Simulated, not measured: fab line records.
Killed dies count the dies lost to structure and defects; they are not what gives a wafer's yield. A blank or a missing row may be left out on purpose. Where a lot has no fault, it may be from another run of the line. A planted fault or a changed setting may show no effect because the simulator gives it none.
Problem report, 8D (eight disciplines) form, completed by code || flow berkeley_cmos170 || the parts of the form that need people (team, actions taken, sign-off) are left out

1. WHAT IS WRONG
Wafers free of any fault read 220.3 nm (standard deviation 2.2) for PWELL_NITRIDE_THK at UCB170_PWELL_THK_MEAS_06, against a mean of 288.4 nm on 6 wafers of 2 lots. That puts it +31 standard deviations away from the usual mean.
Earliest sighting: wafer L559.2 on film_metro-04 at day 6 21:01. Wafers with a number at this step in the record: 42, from 14 lots. By rule, "out" or "out of limits" means more than 4 standard deviations away from the usual mean. All remaining wafers that have a number are taken as sound.

2. WHAT THIS IS AND IS NOT
{"question": "which readings at this step", "is": "PWELL_NITRIDE_THK", "is not": "-"}
{"question": "which lots", "is": "L559, L560", "is not": "L541, L543, L544, L546, L547, L548, L550, L551, L552, L553, L554, L555"}
{"question": "which wafers of those lots", "is": "all that have a number", "is not": "-"}
{"question": "read on which gauges", "is": "film_metro-04", "is not": "film_metro-01, film_metro-03"}
{"question": "when", "is": "from day 6 21:01", "is not": "up to then (36 sound wafers)"}

3. WHAT RULES OUT EACH SUSPECT
Counting: a tool stays on the suspect list if, at a process step up to the reading, it processed all lots that are out and no sound lot following the first of them.
- the gauge at UCB170_PWELL_THK_MEAS_06: kept. All the wafers that are out were read on film_metro-04, and no step on other tools shows them out.
- lpcvd-01 at UCB170_PWELL_CVD_05 (deposits Si3N4 from SiH2Cl2/NH3, target thk 220 nm, time 3300 s): kept. All lots that are out passed through it, beginning with L559 at day 6 19:05, and no sound lot followed; its final sound lot before that point was L552 at day 5 13:24.
After counting, lpcvd-01 at UCB170_PWELL_CVD_05 and film_metro-04 at UCB170_PWELL_THK_MEAS_06 remain.

4. THE CAUSE (what the simulator had put in)
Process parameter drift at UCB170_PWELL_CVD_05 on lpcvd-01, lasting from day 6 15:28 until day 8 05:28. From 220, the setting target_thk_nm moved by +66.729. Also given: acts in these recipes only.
Counting leaves 2 suspects; this tool is one of them.

5. SEQUENCE OF EFFECTS, ordered by route
Each row: a reading whose mean over the struck wafers that have a number lies more than 3 standard deviations from the usual. Readings are gone through only where the record gives a usual standard deviation; hours: the median, over the lots, of the time from a lot's start at the first step in this table giving one to that lot's start at this step; sigmas: the change measured in usual standard deviations.
{"hours": 0, "step": "UCB170_PWELL_THK_MEAS_06", "reading": "PWELL_NITRIDE_THK", "usual": "220.3 nm", "on struck wafers": 288.4, "change": "+68.1", "sigmas": "+31"}
{"hours": 1, "step": "UCB170_PWELL_ETCH_14", "reading": "oes_product_au", "usual": "0.937 a.u.", "on struck wafers": 0.993, "change": "+0.056", "sigmas": "+3.5"}
Here are the process steps it includes:
- UCB170_PWELL_ETCH_14: etches Si3N4 in CH3F/Ar/O2, stops on SiO2, target depth 242 nm, time 151 s.

6. WHAT WOULD HAVE CAUGHT IT SOONER
6 hours passed between the start of the fault at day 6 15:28 and the first reading out of limits at a measuring or inspecting step in this record, taken at day 6 21:01.
No tool reading at UCB170_PWELL_CVD_05 that has a usual standard deviation in the record was out on any struck wafer, so an alarm limit of 4 standard deviations on those readings would not have fired.
Among the 2 lots that are out, L560 began UCB170_PWELL_CVD_05 on lpcvd-01 after day 6 21:01. Holding the tool at that time would have saved it.
